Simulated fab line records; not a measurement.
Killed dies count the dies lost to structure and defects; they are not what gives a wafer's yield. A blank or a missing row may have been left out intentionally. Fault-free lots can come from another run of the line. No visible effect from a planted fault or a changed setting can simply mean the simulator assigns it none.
fab line records	flow berkeley_cmos170
[record] lots = 5	wafers = 23
route steps=331 shown START@3 NWELL@15 PWELL@39 ACTIVE@62 PFIELD@80 PLDD@146 NLDD@167 PSD@179
start_h: hours from the record's opening day to when the first of the lot's shown wafers began	wait_h: time in hours since the lot's previous step	" repeats the value in the row above	L1.1+2: several wafers, shown together as one row	- either no value or no given start	* or withheld: withheld	< > ~ a bound
route shown NAME@n: a module of which the file shows steps, and the number in the route of the first	usual: mean and standard deviation over wafers with no fault	same: alike in all rows	chamber/n: place in a boat	sites: readings site by site	_std_site: standard deviation of those values	_edge_site: inner sites' mean taken away from outer sites' mean	radius_mm: how far each site lies from the wafer's centre	mask NAME#n: copy n	behind: the tool/chamber that last shaped the wafer	hold: what put the lot on hold/how long, in hours/how the hold closed	device: transistor that didn't switch, given as n, p or np	end of line: the tests these same wafers got at the end of their route	a step with no rows: only its recipe	killed: dies that structure and defects cost at the first sort, which is not the same as the wafer's yield	map: dies across one wafer; x = killed, . = not, _ = none there
set.NAME: the setting as run; set.NAME@STEP: as run at that earlier step	model.NAME: the simulator's own value behind a step, which no gauge read
lots whose settings were changed on purpose; a table a step, a row a wafer
[[steps]]
[step UCB170_START_OXIDATION_02]
[recipe] temp_c = 950	ambient = O2	target_thk_a = 200	ox_time_s = 1800
lot.wafer	tool	chamber	start_h	wait_h	set.ox_time_s	model.SiO2_of_START_OXIDATION_02.thk_nm
L074.1	-	-	-	3.1	1992	21.07
L074.2+3	"	-	"	"	1992	21.31
L074.4	"	-	"	"	1992	21.17
L074.6	"	-	"	"	1992	21.41
L076.1	-	-	-	0.6	1704	19.45
L076.3	"	-	"	"	1704	19.35
L076.4	"	-	"	"	1704	19.46
L076.5	"	-	"	"	1704	19.56
L076.6	"	-	"	"	1704	19.41
L079.1	-	-	-	4.8	1693	19.28
L079.2	"	-	"	"	1693	19.34
L079.3+4	"	-	"	"	1693	19.56
L079.6	"	-	"	"	1693	19.58
L081.1	-	-	-	0.1	2066	21.58
L081.3	"	-	"	"	2066	21.55
L081.4	"	-	"	"	2066	21.87
L081.5	"	-	"	"	2066	21.77
L081.6	"	-	"	"	2066	21.59
L083.1	furnace-01	0	55.45	0.3	1800	19.69
L083.2	"	0	"	"	1800	19.79
L083.3	"	0	"	"	1800	19.85
[step UCB170_START_THK_MEAS_03]
[recipe] reads = SiO2_of_START_OXIDATION_02
[usual] START_OXIDE_THK = 20.05/0.23
lot.wafer	tool	chamber	start_h	wait_h	set.ox_time_s@START_OXIDATION_02	START_OXIDE_THK[nm]
L074.1	film_metro-04	-	-	-	1992	21.07
L074.2	"	-	"	"	1992	21.29
L074.3	"	-	"	"	1992	21.29
L074.4	"	-	"	"	1992	21.17
L074.6	"	-	"	"	1992	21.43
L076.1	film_metro-04	-	-	-	1704	19.43
L076.3	"	-	"	"	1704	19.33
L076.4	"	-	"	"	1704	19.50
L076.5	"	-	"	"	1704	19.55
L076.6	"	-	"	"	1704	19.44
L079.1	film_metro-02	-	-	-	1693	19.26
L079.2	"	-	"	"	1693	19.37
L079.3	"	-	"	"	1693	19.59
L079.4	"	-	"	"	1693	19.55
L079.6	"	-	"	"	1693	19.54
L081.1	film_metro-03	-	-	-	2066	21.56
L081.3	"	-	"	"	2066	21.52
L081.4	"	-	"	"	2066	21.96
L081.5	"	-	"	"	2066	21.81
L081.6	"	-	"	"	2066	21.59
L083.1	film_metro-04	-	56.95	0.0	1800	19.71
L083.2	"	-	"	"	1800	19.78
L083.3	"	-	"	"	1800	19.87
[step UCB170_NWELL_OXIDATION_01]
[recipe] temp_c = 1000	ambient = O2	target_thk_a = 264	ox_time_s = 1260
lot.wafer	tool	chamber	start_h	wait_h	set.temp_c	model.SiO2_of_NWELL_OXIDATION_01.thk_nm
L074.1	-	-	-	3.8	979.9	21.85
L074.2	"	-	"	"	979.9	21.59
L074.3	"	-	"	"	979.9	21.24
L074.4	"	-	"	"	979.9	21.45
L074.6	"	-	"	"	979.9	21.57
L076.1	-	-	-	3.6	1008	28.59
L076.3	"	-	"	"	1008	28.31
L076.4	"	-	"	"	1008	28.62
L076.5	"	-	"	"	1008	28.74
L076.6	"	-	"	"	1008	28.61
L079.1	-	-	-	0.1	1000	26.11
L079.2	"	-	"	"	1000	26.67
L079.3	"	-	"	"	1000	26.22
L079.4	"	-	"	"	1000	26.41
L079.6	"	-	"	"	1000	26.16
L081.1	-	-	-	4.5	1009	28.14
L081.3	"	-	"	"	1009	28.2
L081.4	"	-	"	"	1009	27.86
L081.5	"	-	"	"	1009	28.39
L081.6	"	-	"	"	1009	28.36
L083.1	furnace-04	0	66.44	3.5	1000	26.07
L083.2	"	0	"	"	1000	26.35
L083.3	"	0	"	"	1000	26.01
[step UCB170_NWELL_THK_MEAS_02]
[recipe] reads = SiO2_of_NWELL_OXIDATION_01
[usual] NWELL_OXIDE_THK = 26.3/0.42
lot.wafer	tool	chamber	start_h	wait_h	set.temp_c@NWELL_OXIDATION_01	NWELL_OXIDE_THK[nm]
L074.1	film_metro-04	-	-	-	979.9	21.9
L074.2	"	-	"	"	979.9	21.6
L074.3	"	-	"	"	979.9	21.3
L074.4	"	-	"	"	979.9	21.5
L074.6	"	-	"	"	979.9	21.6
L076.1	film_metro-03	-	-	-	1008	28.6
L076.3	"	-	"	"	1008	28.3
L076.4	"	-	"	"	1008	28.6
L076.5	"	-	"	"	1008	28.7
L076.6	"	-	"	"	1008	28.6
L079.1	film_metro-03	-	-	-	1000	26.1
L079.2	"	-	"	"	1000	26.7
L079.3	"	-	"	"	1000	26.2
L079.4	"	-	"	"	1000	26.4
L079.6	"	-	"	"	1000	26.1
L081.1	film_metro-03	-	-	-	1009	28.2
L081.3	"	-	"	"	1009	28.2
L081.4	"	-	"	"	1009	27.9
L081.5	"	-	"	"	1009	28.4
L081.6	"	-	"	"	1009	28.3
L083.1	film_metro-04	-	67.79	0.0	1000	26.1
L083.2	"	-	"	"	1000	26.3
L083.3	"	-	"	"	1000	26.0
[step UCB170_PWELL_CVD_05]
[recipe] material = Si3N4	target_thk_nm = 220	temp_c = 800	precursor = SiH2Cl2/NH3	time_s = 3300	pressure_mtorr = 200	sih2cl2_flow_sccm = 25	nh3_flow_sccm = 75
lot.wafer	tool	chamber	start_h	wait_h	set.temp_c	model.Si3N4_of_PWELL_CVD_05.thk_nm
L074.1	-	-	-	0.0	819.3	310.6
L074.2+6	"	-	"	"	819.3	309.7
L074.3	"	-	"	"	819.3	308.5
L074.4	"	-	"	"	819.3	310.7
L076.1	-	-	-	0.0	779.3	151.3
L076.3	"	-	"	"	779.3	151.1
L076.4	"	-	"	"	779.3	149
L076.5	"	-	"	"	779.3	151.6
L076.6	"	-	"	"	779.3	150.4
L079.1+3	-	-	-	0.0	823	329.7
L079.2	"	-	"	"	823	328
L079.4	"	-	"	"	823	328.9
L079.6	"	-	"	"	823	329
L081.1	-	-	-	0.0	800	223.5
L081.3	"	-	"	"	800	222.6
L081.4	"	-	"	"	800	221.8
L081.5+6	"	-	"	"	800	221.9
L083.1	lpcvd-01	0	91.24	0.4	800	220.4
L083.2	"	0	"	"	800	220
L083.3	"	0	"	"	800	218.7
[step UCB170_PWELL_THK_MEAS_06]
[recipe] reads = Si3N4_of_PWELL_CVD_05
[usual] PWELL_NITRIDE_THK = 219.8/2.5
lot.wafer	tool	chamber	start_h	wait_h	set.temp_c@PWELL_CVD_05	PWELL_NITRIDE_THK[nm]
L074.1	film_metro-04	-	-	-	819.3	310.6
L074.2	"	-	"	"	819.3	309.6
L074.3	"	-	"	"	819.3	308.5
L074.4	"	-	"	"	819.3	310.8
L074.6	"	-	"	"	819.3	309.7
L076.1	film_metro-04	-	-	-	779.3	151.4
L076.3	"	-	"	"	779.3	151.0
L076.4	"	-	"	"	779.3	148.9
L076.5	"	-	"	"	779.3	151.6
L076.6	"	-	"	"	779.3	150.4
L079.1	film_metro-04	-	-	-	823	329.7
L079.2	"	-	"	"	823	328.2
L079.3	"	-	"	"	823	329.8
L079.4	"	-	"	"	823	329.0
L079.6	"	-	"	"	823	329.2
L081.1	film_metro-04	-	-	-	800	223.5
L081.3	"	-	"	"	800	222.5
L081.4	"	-	"	"	800	221.8
L081.5	"	-	"	"	800	222.1
L081.6	"	-	"	"	800	222.1
L083.1	film_metro-04	-	93.16	0.0	800	220.3
L083.2	"	-	"	"	800	219.9
L083.3	"	-	"	"	800	218.8
[step UCB170_PWELL_HMDS_07]
[recipe] prime_time_s = 60	prime_temp_c = 100
[step UCB170_PWELL_COAT_08]
[recipe] resist = KrF	spin_rpm = 1500	resist_thk_nm = 900
[step UCB170_PWELL_DEVELOP_12]
[recipe] developer = TMAH	develop_time_s = 45	resist = KrF	dev_temp_c = 21
[step UCB170_PWELL_ETCH_14]
[recipe] chemistry = CH3F/Ar/O2	target = Si3N4	stop_on = SiO2	CH3F_flow_sccm = 20	Ar_flow_sccm = 50	O2_flow_sccm = 7	pressure_mtorr = 50	rf_w = 450	target_depth_a = 2420	over_etch_frac = 0.1	time_s = 151
[usual] oes_product_au = 0.936/0.02
lot.wafer	tool	chamber	start_h	wait_h	set.temp_c@PWELL_CVD_05	oes_product_au
L074.1	rie_diel-01	2	58.65	0.0	819.3	0.996
L074.2	"	3	"	"	819.3	1.014
L074.3	"	1	"	"	819.3	0.972
L074.4	"	0	"	"	819.3	0.979
L074.6	"	0	"	"	819.3	0.983
L076.1	rie_diel-03	2	67.53	0.0	779.3	0.736
L076.3	"	1	"	"	779.3	0.750
L076.4	"	3	"	"	779.3	0.732
L076.5	"	0	"	"	779.3	0.773
L076.6	"	3	"	"	779.3	0.740
L079.1	rie_diel-01	1	84.21	0.0	823	0.982
L079.2	"	3	"	"	823	1.020
L079.3	"	2	"	"	823	1.002
L079.4	"	0	"	"	823	0.991
L079.6	"	3	"	"	823	1.032
L081.1	rie_diel-03	3	84.94	0.0	800	0.923
L081.3	"	1	"	"	800	0.942
L081.4	"	2	"	"	800	0.920
L081.5	"	3	"	"	800	0.921
L081.6	"	2	"	"	800	0.910
L083.1	rie_diel-03	0	94.65	0.0	800	0.959
L083.2	"	3	"	"	800	0.903
L083.3	"	2	"	"	800	0.913
[step UCB170_PWELL_IMPLANT_15]
[recipe] species = B	dose_cm2 = 5e+12	energy_kev = 60	tilt_deg = 7
lot.wafer	tool	chamber	start_h	wait_h	set.energy_kev	model.implant.rp_nm	model.implant.drp_nm
L074.1+2	implanter-01	0	58.75	0.1	56.42	179.9	62.6
L074.3+4+6	"	0	"	"	60	190.4	64.7
L076.1+3+4+5+6	implanter-01	0	67.63	0.1	60	185.4	64.7
L079.1+6	implanter-04	0	84.31	0.1	62.43	197	66.06
L079.2+3+4	"	0	"	"	60	187.7	64.7
L081.1+3	implanter-01	0	85.04	0.1	60	189.4	64.7
L081.4+5+6	"	0	"	"	56.98	180.6	62.94
L083.1+2+3	implanter-01	0	94.75	0.1	60	190.2	64.7
[step UCB170_ACTIVE_OXIDATION_02]
[recipe] temp_c = 1000	ambient = O2	target_thk_a = 264	ox_time_s = 1260
lot.wafer	tool	chamber	start_h	wait_h	set.temp_c	model.SiO2_of_ACTIVE_OXIDATION_02.thk_nm
L074.1	-	-	-	5.1	1000	27.07
L074.2	"	-	"	"	1000	26.84
L074.3	"	-	"	"	1000	27.04
L074.4	"	-	"	"	1000	27.11
L074.6	"	-	"	"	1000	27.32
L076.1	-	-	-	2.3	983.8	22.15
L076.3	"	-	"	"	983.8	21.72
L076.4	"	-	"	"	983.8	22.13
L076.5	"	-	"	"	983.8	21.9
L076.6	"	-	"	"	983.8	22.1
L079.1	-	-	-	5.2	1000	27.3
L079.2	"	-	"	"	1000	26.9
L079.3	"	-	"	"	1000	26.69
L079.4	"	-	"	"	1000	27.38
L079.6	"	-	"	"	1000	27.18
L081.1	-	-	-	5.2	1012	29.79
L081.3	"	-	"	"	1012	30.02
L081.4	"	-	"	"	1012	30.37
L081.5	"	-	"	"	1012	30.28
L081.6	"	-	"	"	1012	30.04
L083.1	furnace-04	0	120.03	6.3	1000	25.14
L083.2	"	0	"	"	1000	25.4
L083.3	"	0	"	"	1000	25.04
[step UCB170_ACTIVE_THK_MEAS_03]
[recipe] reads = SiO2_of_ACTIVE_OXIDATION_02
[usual] ACTIVE_OXIDE_THK = 26.3/0.87
lot.wafer	tool	chamber	start_h	wait_h	set.temp_c@ACTIVE_OXIDATION_02	ACTIVE_OXIDE_THK[nm]
L074.1	film_metro-03	-	-	-	1000	27.1
L074.2	"	-	"	"	1000	26.9
L074.3	"	-	"	"	1000	27.0
L074.4	"	-	"	"	1000	27.1
L074.6	"	-	"	"	1000	27.3
L076.1	film_metro-04	-	-	-	983.8	22.2
L076.3	"	-	"	"	983.8	21.7
L076.4	"	-	"	"	983.8	22.1
L076.5	"	-	"	"	983.8	21.9
L076.6	"	-	"	"	983.8	22.1
L079.1	film_metro-02	-	-	-	1000	27.3
L079.2	"	-	"	"	1000	26.9
L079.3	"	-	"	"	1000	26.7
L079.4	"	-	"	"	1000	27.3
L079.6	"	-	"	"	1000	27.1
L081.1	film_metro-04	-	-	-	1012	29.8
L081.3	"	-	"	"	1012	30.0
L081.4	"	-	"	"	1012	30.4
L081.5	"	-	"	"	1012	30.3
L081.6	"	-	"	"	1012	30.0
L083.1	film_metro-04	-	121.38	0.0	1000	25.1
L083.2	"	-	"	"	1000	25.4
L083.3	"	-	"	"	1000	25.0
[step UCB170_PFIELD_COAT_01]
[recipe] resist = KrF	spin_rpm = 1500	resist_thk_nm = 900
lot.wafer	tool	chamber	start_h	wait_h	set.spin_rpm	model.KrF_of_PFIELD_COAT_01.thk_nm
L074.1	litho_track-03	0	93.27	0.1	1403	930.9
L074.2	"	0	"	"	1500	898.9
L074.3	"	0	"	"	1500	899
L074.4	"	0	"	"	1403	930.7
L074.6	"	0	"	"	1500	901.5
L076.1	litho_track-03	0	106.14	0.1	1399	937.5
L076.3	"	0	"	"	1500	905.6
L076.4	"	0	"	"	1500	903.7
L076.5	"	0	"	"	1399	936.6
L076.6	"	0	"	"	1399	939
L079.1	litho_track-02	0	121.09	0.1	1586	878
L079.2	"	0	"	"	1500	904.8
L079.3	"	0	"	"	1586	878.7
L079.4+6	"	0	"	"	1500	904.4
L081.1	litho_track-04	0	121.89	0.1	1500	900.5
L081.3	"	0	"	"	1500	899.7
L081.4	"	0	"	"	1500	901.2
L081.5	"	0	"	"	1500	898.5
L081.6	"	0	"	"	1500	901.1
L083.1	litho_track-02	0	131.14	0.1	1500	898.3
L083.2	"	0	"	"	1500	901.6
L083.3	"	0	"	"	1500	898.1
[step UCB170_PFIELD_SOFTBAKE_02]
[recipe] resist = KrF	temp_c = 130	time_s = 60
[step UCB170_PFIELD_EXPOSE_03]
[recipe] mask_id = PFIELD	na = 0.5	sigma_outer = 0.6	source_shape = conventional	target_cd_nm = 1500	dose_mj = 30
[step UCB170_PFIELD_IMPLANT_07]
[recipe] species = B	dose_cm2 = 2e+13	energy_kev = 80	tilt_deg = 7
[step UCB170_PFIELD_STRIP_08]
[recipe] chemistry = O2	power_w = 400	pressure_mtorr = 3500	platen_temp_c = withheld	o2_flow_sccm = 400	overash_fraction = 0.5
[usual] strip_time_to_endpoint_s = 21.66/0.073
lot.wafer	tool	chamber	start_h	wait_h	set.spin_rpm@PFIELD_COAT_01	strip_time_to_endpoint_s
L074.1	plasma_asher-04	0	94.25	0.1	1403	22.37
L074.2	"	1	"	"	1500	21.61
L074.3	"	0	"	"	1500	21.60
L074.4	"	1	"	"	1403	22.35
L074.6	"	0	"	"	1500	21.64
L076.1	plasma_asher-03	1	108.07	0.1	1399	22.54
L076.3	"	1	"	"	1500	21.76
L076.4	"	0	"	"	1500	21.69
L076.5	"	1	"	"	1399	22.50
L076.6	"	0	"	"	1399	22.56
L079.1	plasma_asher-03	0	121.97	0.1	1586	21.10
L079.2	"	1	"	"	1500	21.74
L079.3	"	1	"	"	1586	21.12
L079.4	"	0	"	"	1500	21.73
L079.6	"	0	"	"	1500	21.73
L081.1	plasma_asher-01	1	122.96	0.1	1500	21.63
L081.3	"	0	"	"	1500	21.62
L081.4	"	1	"	"	1500	21.65
L081.5	"	1	"	"	1500	21.59
L081.6	"	0	"	"	1500	21.65
L083.1	plasma_asher-01	0	132.36	0.1	1500	21.60
L083.2	"	1	"	"	1500	21.69
L083.3	"	0	"	"	1500	21.60
[step UCB170_PLDD_COAT_01]
[recipe] resist = KrF	spin_rpm = 1500	resist_thk_nm = 900
lot.wafer	tool	chamber	start_h	wait_h	set.resist_thk_nm	model.KrF_of_PLDD_COAT_01.thk_nm
L074.1	litho_track-03	0	144.86	0.1	947.8	951.1
L074.2	"	0	"	"	900	901.2
L074.3	"	0	"	"	947.8	947.5
L074.4	"	0	"	"	947.8	950.4
L074.6	"	0	"	"	900	902.7
L076.1	litho_track-04	0	159.52	0.1	853.7	849.1
L076.3	"	0	"	"	900	899.2
L076.4	"	0	"	"	900	898.3
L076.5	"	0	"	"	900	897.7
L076.6	"	0	"	"	853.7	850.6
L079.1	litho_track-03	0	173.51	0.1	900	900.1
L079.2	"	0	"	"	900	899.9
L079.3	"	0	"	"	900	898.9
L079.4	"	0	"	"	900	903.2
L079.6	"	0	"	"	900	901.8
L081.1	litho_track-02	0	173.76	0.1	900	903.9
L081.3	"	0	"	"	900	902.3
L081.4	"	0	"	"	900	904
L081.5	"	0	"	"	900	902.7
L081.6	"	0	"	"	900	903.3
L083.1	litho_track-02	0	183.46	0.1	900	900
L083.2	"	0	"	"	900	899.7
L083.3	"	0	"	"	900	899.4
[step UCB170_PLDD_IMPLANT_08]
[recipe] species = BF2	dose_cm2 = 5e+13	energy_kev = 10	tilt_deg = 7	rotation_deg = 0
lot.wafer	tool	chamber	start_h	wait_h	set.energy_kev	model.implant.rp_nm	model.implant.drp_nm
L074.1+2+3+4+6	implanter-02	0	146.02	0.0	10	10.01	6.005
L076.1+3	implanter-04	0	161.02	0.0	10	10.21	6.005
L076.4+5+6	"	0	"	"	9.515	9.836	5.801
L079.1+2+3+4+6	implanter-04	0	174.52	0.0	10	10.12	6.005
L081.1+3+6	implanter-01	0	174.94	0.0	10	10	6.005
L081.4+5	"	0	"	"	9.561	9.668	5.82
L083.1+2+3	implanter-02	0	184.48	0.0	10	10.35	6.005
[step UCB170_PLDD_IMPLANT_09]
[recipe] species = BF2	dose_cm2 = 5e+13	energy_kev = 10	tilt_deg = 7	rotation_deg = 180
[step UCB170_PLDD_STRIP_10]
[recipe] chemistry = O2	power_w = 400	pressure_mtorr = 3500	platen_temp_c = withheld	o2_flow_sccm = 400	overash_fraction = 0.5
[usual] strip_time_to_endpoint_s = 21.63/0.058
lot.wafer	tool	chamber	start_h	wait_h	set.resist_thk_nm@PLDD_COAT_01	strip_time_to_endpoint_s
L074.1	plasma_asher-04	1	146.62	0.2	947.8	22.85
L074.2	"	0	"	"	900	21.67
L074.3	"	0	"	"	947.8	22.75
L074.4	"	1	"	"	947.8	22.84
L074.6	"	1	"	"	900	21.67
L076.1	plasma_asher-04	1	161.32	0.1	853.7	20.41
L076.3	"	0	"	"	900	21.62
L076.4	"	1	"	"	900	21.59
L076.5	"	0	"	"	900	21.57
L076.6	"	1	"	"	853.7	20.45
L079.1	plasma_asher-03	0	174.82	0.1	900	21.62
L079.2	"	1	"	"	900	21.62
L079.3	"	1	"	"	900	21.60
L079.4	"	0	"	"	900	21.70
L079.6	"	1	"	"	900	21.67
L081.1	plasma_asher-03	1	175.24	0.1	900	21.74
L081.3	"	1	"	"	900	21.67
L081.4	"	0	"	"	900	21.73
L081.5	"	0	"	"	900	21.70
L081.6	"	1	"	"	900	21.72
L083.1	plasma_asher-01	0	184.78	0.1	900	21.64
L083.2	"	1	"	"	900	21.62
L083.3	"	0	"	"	900	21.60
[step UCB170_NLDD_IMPLANT_09]
[recipe] species = As	dose_cm2 = 5e+13	energy_kev = 30	tilt_deg = 7	rotation_deg = 180
lot.wafer	tool	chamber	start_h	wait_h	set.dose_cm2
L074.1+2+6	implanter-01	0	148.46	0.1	5e+13
L074.3+4	"	0	"	"	5.242e+13
L076.1+3+6	implanter-01	0	163.23	0.1	5e+13
L076.4+5	"	0	"	"	4.631e+13
L079.1+4+6	implanter-03	0	176.81	0.2	5e+13
L079.2+3	"	0	"	"	5.218e+13
L081.1+6	implanter-04	0	177.01	0.1	5e+13
L081.3+4+5	"	0	"	"	5.311e+13
L083.1+2+3	implanter-03	0	187.67	0.1	5e+13
[step UCB170_PSD_PEB_04]
[recipe] peb_temp_c = 130	peb_time_s = withheld	resist = KrF
lot.wafer	tool	chamber	start_h	wait_h	set.peb_temp_c
L074.1+2+3+4+6	litho_track-03	0	156.20	0.8	130
L076.1+4+6	litho_track-04	0	169.99	0.1	130
L076.3+5	"	0	"	"	127.4
L079.1+6	litho_track-04	0	184.80	0.1	130
L079.2+3+4	"	0	"	"	127.4
L081.1+3	litho_track-01	0	184.91	0.1	130
L081.4+5+6	"	0	"	"	131.9
L083.1+2+3	litho_track-03	0	196.95	0.1	130
[step UCB170_PSD_DEVELOP_05]
[recipe] developer = TMAH	develop_time_s = 45	resist = KrF	dev_temp_c = 21
[step UCB170_PSD_CD_MEAS_06]
[recipe] target_cd_nm = 1200
[usual] cd_nm = 1199.5/2.1
lot.wafer	tool	chamber	start_h	wait_h	set.peb_temp_c@PSD_PEB_04	cd_nm
L074.1	cd_sem-01	-	156.48	-	130	1202.1
L074.2	"	-	"	"	130	1201.9
L074.3	"	-	"	"	130	1201.7
L074.4	"	-	"	"	130	1201.5
L074.6	"	-	"	"	130	1202.1
L076.1	cd_sem-01	-	170.27	-	130	1198.7
L076.3	"	-	"	"	127.4	1178.9
L076.4	"	-	"	"	130	1198.9
L076.5	"	-	"	"	127.4	1179.4
L076.6	"	-	"	"	130	1198.5
L079.1	cd_sem-01	-	185.07	-	130	1198.7
L079.2	"	-	"	"	127.4	1178.9
L079.3	"	-	"	"	127.4	1180.0
L079.4	"	-	"	"	127.4	1179.4
L079.6	"	-	"	"	130	1199.6
L081.1	cd_sem-01	-	185.19	-	130	1197.8
L081.3	"	-	"	"	130	1198.9
L081.4	"	-	"	"	131.9	1210.5
L081.5	"	-	"	"	131.9	1209.5
L081.6	"	-	"	"	131.9	1209.7
L083.1	cd_sem-01	-	197.23	-	130	1201.2
L083.2	"	-	"	"	130	1202.3
L083.3	"	-	"	"	130	1200.6
[[key]]
[split] step = UCB170_START_OXIDATION_02	setting = ox_time_s	stated = 1800	by = lot
[response] step = UCB170_START_OXIDATION_02	reading = model.SiO2_of_START_OXIDATION_02.thk_nm	change = +0.111	per = 1%	r = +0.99
[response] step = UCB170_START_THK_MEAS_03	reading = START_OXIDE_THK	change = +0.111	per = 1%	r = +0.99
[split] step = UCB170_NWELL_OXIDATION_01	setting = temp_c	stated = 1000	by = lot
[response] step = UCB170_NWELL_OXIDATION_01	reading = model.SiO2_of_NWELL_OXIDATION_01.thk_nm	change = +2.38	per = 1%	r = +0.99
[response] step = UCB170_NWELL_THK_MEAS_02	reading = NWELL_OXIDE_THK	change = +2.37	per = 1%	r = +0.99
[split] step = UCB170_PWELL_CVD_05	setting = temp_c	stated = 800	by = lot
[response] step = UCB170_PWELL_CVD_05	reading = model.Si3N4_of_PWELL_CVD_05.thk_nm	change = +32.9	per = 1%	r = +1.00
[response] step = UCB170_PWELL_THK_MEAS_06	reading = PWELL_NITRIDE_THK	change = +33	per = 1%	r = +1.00
[response] step = UCB170_PWELL_ETCH_14	reading = oes_product_au	change = +0.0453	per = 1%	r = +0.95
[split] step = UCB170_PWELL_IMPLANT_15	setting = energy_kev	stated = 60	by = wafer
[response] step = UCB170_PWELL_IMPLANT_15	reading = model.implant.rp_nm	change = +1.86	per = 1%	r = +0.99
[response] step = UCB170_PWELL_IMPLANT_15	reading = model.implant.drp_nm	change = +0.348	per = 1%	r = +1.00
[split] step = UCB170_ACTIVE_OXIDATION_02	setting = temp_c	stated = 1000	by = lot
[response] step = UCB170_ACTIVE_OXIDATION_02	reading = model.SiO2_of_ACTIVE_OXIDATION_02.thk_nm	change = +2.87	per = 1%	r = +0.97
[response] step = UCB170_ACTIVE_THK_MEAS_03	reading = ACTIVE_OXIDE_THK	change = +2.87	per = 1%	r = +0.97
[split] step = UCB170_PFIELD_COAT_01	setting = spin_rpm	stated = 1500	by = wafer
[response] step = UCB170_PFIELD_COAT_01	reading = model.KrF_of_PFIELD_COAT_01.thk_nm	change = -4.77	per = 1%	r = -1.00
[response] step = UCB170_PFIELD_STRIP_08	reading = strip_time_to_endpoint_s	change = *	per = 1%	r = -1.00
[split] step = UCB170_PLDD_COAT_01	setting = resist_thk_nm	stated = 900	by = wafer
[response] step = UCB170_PLDD_COAT_01	reading = model.KrF_of_PLDD_COAT_01.thk_nm	change = +9.2	per = 1%	r = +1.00
[response] step = UCB170_PLDD_STRIP_10	reading = strip_time_to_endpoint_s	change = *	per = 1%	r = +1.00
[split] step = UCB170_PLDD_IMPLANT_08	setting = energy_kev	stated = 10	by = wafer
[response] step = UCB170_PLDD_IMPLANT_08	reading = model.implant.rp_nm	change = +0.0766	per = 1%	r = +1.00
[response] step = UCB170_PLDD_IMPLANT_08	reading = model.implant.drp_nm	change = +0.042	per = 1%	r = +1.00
[split] step = UCB170_NLDD_IMPLANT_09	setting = dose_cm2	stated = 5e+13	by = wafer
response none in this file
[split] step = UCB170_PSD_PEB_04	setting = peb_temp_c	stated = 130	by = wafer
[response] step = UCB170_PSD_CD_MEAS_06	reading = cd_nm	change = +9.42	per = 1%	r = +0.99
